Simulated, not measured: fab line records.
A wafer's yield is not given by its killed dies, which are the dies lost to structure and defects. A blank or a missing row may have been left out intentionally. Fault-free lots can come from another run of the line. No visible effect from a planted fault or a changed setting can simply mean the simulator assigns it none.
fab line records | flow rit-cmos
record: lots: 14 | wafers: 42 | last-day: 7
route steps=202 shown ACTIVE@14 M1@202
lots that met no fault: from a run of the same line without faults
start-h: the number of hours between the record's first day and the start of the first shown wafer of the lot | wait-h: hours since the lot's step before | " as in the row above | L1.1+2: one row covering several wafers at once | - value missing, or start not given | * or withheld: withheld | < > ~ a bound
route shown NAME@n: NAME is a module with steps in the file, n the number in the route of the first one | usual: the fault-free wafers' mean and standard deviation | same: alike in all rows | chamber/n: place in a boat | sites: each site's reading | _std_site: how widely they spread, as a standard deviation | _edge_site: mean of outer sites minus mean of inner sites | radius-mm: for every site, how far away it sits from the centre of the wafer | mask NAME#n: copy n | behind: the last tool/chamber to shape the wafer | hold: what put the lot on hold/how long, in hours/how the hold closed | device: the transistor (n, p or np) that didn't switch | end of line: the tests these same wafers got at the end of their route | step lacking rows: just its recipe | killed: dies that structure and defects cost at the first sort, which is not the same as the wafer's yield | map: shows each die of a wafer: x if killed, . if not, _ if none is there
set.NAME: the setting the step ran with; set.NAME@STEP: the setting that earlier step ran with | model.NAME: the simulator's own value behind a step, which no gauge read
the route's steps for a sample of lots (tables are steps, rows are wafers)
services: when a tool's chamber went out of use (start-h, in hours from the record's first day, below 0 if earlier), for how many hours, and the reason
== steps ==
step: RIT_ACTIVE_ETCH_13
recipe: stop-on: SiO2 | chemistry: SF6 | target: Si3N4 | time-s: 210 | over-etch-frac: 0.4 | SF6_flow_sccm: 200 | pressure-mtorr: 260 | rf-w: 125 | target-depth-a: 2100
usual: chamber-pressure-mTorr: 260.01/0.25 | drypump-motor-current-A: 5.7/0.4 | oes-product-au: 0.812/0.014 | over-etch-frac: 0.4/0 | throttle-valve-pct: 7.54/0.076
lot.wafer | tool        | chamber | start-h | wait-h | chamber-pressure-mTorr | drypump-motor-current-A | oes-product-au | over-etch-frac | rf-hours-counter-h | throttle-valve-pct
L904.1    | rie-diel-02 | 0       | 15.38   | 0.1    | 260.20                 | 5.3                     | 0.791          | 0.4            | 3                  | 7.56
L904.2    | "           | 2       | "       | "      | 260.07                 | 5.6                     | 0.804          | 0.4            | 57                 | 7.50
L904.3    | "           | 1       | "       | "      | 260.84                 | 4.9                     | 0.837          | 0.4            | 149                | 7.47
L905.2    | rie-diel-04 | 1       | 19.94   | 0.1    | 260.00                 | 5.7                     | 0.804          | 0.4            | 83                 | 7.48
L905.3    | "           | 2       | "       | "      | 260.06                 | 6.2                     | 0.790          | 0.4            | 7                  | 7.62
L905.4    | "           | 3       | "       | "      | 260.28                 | 5.5                     | 0.827          | 0.4            | 1                  | 7.63
L906.1    | rie-diel-04 | 0       | 25.91   | 0.1    | 259.92                 | 6.2                     | 0.813          | 0.4            | 5                  | 7.56
L906.2    | "           | 1       | "       | "      | 260.15                 | 5.8                     | 0.808          | 0.4            | 83                 | 7.48
L906.5    | "           | 0       | "       | "      | 259.99                 | 6.2                     | 0.800          | 0.4            | -                  | 7.56
L907.1    | rie-diel-02 | 3       | 29.90   | 0.1    | 260.22                 | 6.0                     | 0.816          | 0.4            | 118                | 7.64
L907.2    | "           | 1       | "       | "      | 259.75                 | 4.9                     | 0.823          | 0.4            | 149                | 7.44
L907.6    | "           | 3       | "       | "      | 259.83                 | 6.0                     | 0.823          | 0.4            | -                  | 7.66
L908.1    | rie-diel-02 | 3       | 34.71   | 0.1    | 260.04                 | 6.0                     | 0.828          | 0.4            | 118                | 7.67
L908.4    | "           | 0       | "       | "      | 259.95                 | 5.3                     | 0.803          | 0.4            | -                  | 7.57
L908.5    | "           | 2       | "       | "      | 260.06                 | 5.6                     | 0.806          | 0.4            | -                  | 7.49
L909.1    | rie-diel-02 | 0       | 39.83   | 0.1    | 259.85                 | 5.3                     | 0.794          | 0.4            | 4                  | 7.56
L909.3    | "           | 1       | "       | "      | 259.86                 | 4.9                     | 0.822          | 0.4            | 149                | 7.45
L909.4    | "           | 3       | "       | "      | 259.82                 | 6.0                     | 0.814          | 0.4            | 118                | 7.66
L913.1    | rie-diel-04 | 3       | 60.38   | 0.1    | 259.63                 | 5.4                     | 0.831          | 0.4            | 2                  | 7.62
L913.4    | "           | 2       | "       | "      | 260.34                 | 6.2                     | 0.804          | 0.4            | 7                  | 7.65
L913.5    | "           | 1       | "       | "      | 259.77                 | 5.7                     | 0.808          | 0.4            | -                  | 7.49
L917.2    | rie-diel-04 | 0       | 79.71   | 0.1    | 259.78                 | 6.2                     | 0.747          | 0.61339        | 6                  | 7.55
L917.4    | "           | 1       | "       | "      | 260.33                 | 5.8                     | 0.746          | 0.61339        | 85                 | 7.46
L917.5    | "           | 1       | "       | "      | 259.92                 | 5.7                     | 0.750          | 0.61339        | -                  | 7.47
L918.2    | rie-diel-04 | 3       | 84.71   | 0.1    | 260.11                 | 5.4                     | 0.757          | 0.61339        | 2                  | 7.61
L918.3    | "           | 1       | "       | "      | 260.41                 | 5.7                     | 0.754          | 0.61339        | 85                 | 7.48
L918.6    | "           | 1       | "       | "      | 259.80                 | 5.7                     | 0.749          | 0.61339        | -                  | 7.47
L920.2    | rie-diel-02 | 3       | 94.83   | 0.1    | 260.03                 | 6.0                     | 0.840          | 0.4            | 119                | 7.65
L920.3    | "           | 0       | "       | "      | 260.15                 | 5.3                     | 0.799          | 0.4            | 5                  | 7.55
L920.4    | "           | 2       | "       | "      | 260.10                 | 5.6                     | 0.799          | 0.4            | 59                 | 7.52
L921.2    | rie-diel-02 | 1       | 99.83   | 0.1    | 259.93                 | 4.9                     | 0.833          | 0.4            | 151                | 7.44
L921.3    | "           | 3       | "       | "      | 259.81                 | 6.0                     | 0.822          | 0.4            | 119                | 7.66
L921.6    | "           | 3       | "       | "      | 260.20                 | 6.0                     | 0.831          | 0.4            | -                  | 7.68
L922.2    | rie-diel-03 | 0       | 104.79  | 0.1    | 260.26                 | 5.3                     | 0.796          | 0.4            | 138                | 7.59
L922.4    | "           | 3       | "       | "      | 259.57                 | 5.9                     | 0.800          | 0.4            | 66                 | 7.43
L922.5    | "           | 1       | "       | "      | 259.50                 | 6.1                     | 0.811          | 0.4            | -                  | 7.44
L926.1    | rie-diel-03 | 2       | 124.83  | 0.1    | 259.94                 | 6.1                     | 0.831          | 0.4            | 138                | 7.49
L926.4    | "           | 1       | "       | "      | 260.07                 | 6.1                     | 0.811          | 0.4            | 59                 | 7.44
L926.5    | "           | 0       | "       | "      | 259.99                 | 5.3                     | 0.800          | 0.4            | -                  | 7.59
L927.3    | rie-diel-03 | 3       | 129.83  | 0.1    | 260.28                 | 5.9                     | 0.817          | 0.4            | 67                 | 7.44
L927.4    | "           | 2       | "       | "      | 259.58                 | 6.0                     | 0.843          | 0.4            | 138                | 7.49
L927.6    | "           | 0       | "       | "      | 259.54                 | 5.3                     | 0.810          | 0.4            | -                  | 7.59
step: RIT_M1_PROBE_99
usual: killed-at-contacts: 0.1/0.24 | killed-at-front-end: 7/3 | killed-dies: 7/3 | killed-open: 3.2/1.8 | killed-short: 3.5/2.1
same: gross-dies: 264 | killed_at_M0_to_M3: 0 | killed_at_M4_up: 0 | killed-at-back-side: 0 | killed-at-other: 0
lot.wafer | tool      | chamber | start-h | wait-h | killed-at-contacts | killed-at-front-end | killed-dies | killed-open | killed-short
L908.1    | prober-01 | -       | 78.96   | 0.1    | 0                  | 9                   | 9           | 5           | 4
L908.4    | prober-01 | -       | 79.11   | 0.2    | 0                  | 7                   | 7           | 6           | 1
L908.5    | prober-01 | -       | 79.16   | 0.2    | 0                  | 6                   | 6           | 4           | 2
L927.3    | prober-01 | -       | 177.79  | 0.2    | 0                  | 3                   | 3           | 1           | 2
L927.4    | prober-01 | -       | 177.84  | 0.2    | 0                  | 3                   | 3           | 2           | 1
L927.6    | prober-01 | -       | 177.94  | 0.2    | 0                  | 8                   | 8           | 5           | 3
killed by level:class
L908.1 GATE:geometric-particle:open=2 GATE:geometric-particle:short=2 REOX:geometric-particle:open=2 REOX:geometric-particle:short=2 SILICIDE:geometric-particle:open=1
L908.4 GATE:geometric-particle:open=3 SILICIDE:geometric-particle:open=2 FOX2:geometric-particle:open=1 REOX:geometric-particle:short=1
L908.5 GATE:geometric-particle:open=2 REOX:geometric-particle:open=1 REOX:geometric-particle:short=1 SILICIDE:geometric-particle:open=1 SILICIDE:geometric-particle:short=1
L927.3 FOX1:geometric-particle:open=1 GATE:geometric-particle:short=1 REOX:geometric-particle:short=1
L927.4 SPACER:geometric-particle:open=1 SILICIDE:geometric-particle:open=1 SILICIDE:geometric-particle:short=1
L927.6 GATE:geometric-particle:open=2 REOX:geometric-particle:short=2 REOX:geometric-particle:open=2 FOX1:geometric-particle:open=1 GATE:geometric-particle:short=1
== services ==
tool        | chamber | start-h | hours | kind
rie-diel-03 | 0       | 22.45   | 14.5  | repair
rie-diel-03 | 2       | 26.62   | 7.9   | repair
rie-diel-02 | 1       | 32.02   | 2.8   | repair
rie-diel-02 | 1       | 58.30   | 5.1   | repair
rie-diel-03 | 1       | 82.04   | 5.8   | repair
rie-diel-02 | 1       | 90.58   | 3.9   | repair
rie-diel-02 | 2       | 104.33  | 14.5  | repair
rie-diel-04 | -       | 116.13  | 2.8   | pm
rie-diel-02 | 0       | 128.17  | 2.4   | repair
== key ==
first-sign: step: RIT_ACTIVE_ETCH_13 | reading: over-etch-frac | direction: up | sigmas: 99+ | usual: 0.4 | struck: 0.61339
effect: step: RIT_ACTIVE_ETCH_13 | reading: oes-product-au | direction: down | sigmas: 4.4 | usual: 0.812 | struck: 0.750
met-at RIT_ACTIVE_ETCH_13
struck-lots L917,L918
tester-left-out L917,L918
onset-between 60.38 79.71
fault: kind: process-parameter-drift | tool: rie-diel-04 | chamber: - | onset-h: 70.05 | steps: RIT_ACTIVE_ETCH_13 | channel: over-etch-frac | offset: 0.21339 | shape: step | end-h: 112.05 | acts-in: these-recipes-only | stated: 0.4
tester-left-out: of these lots the tester's yield and bins aren't shown, on N5 and GAA mostly nor the transistor test; their killed dies are dies lost to structure and defects alone, not to doping, threshold or leakage, so they don't give the yield
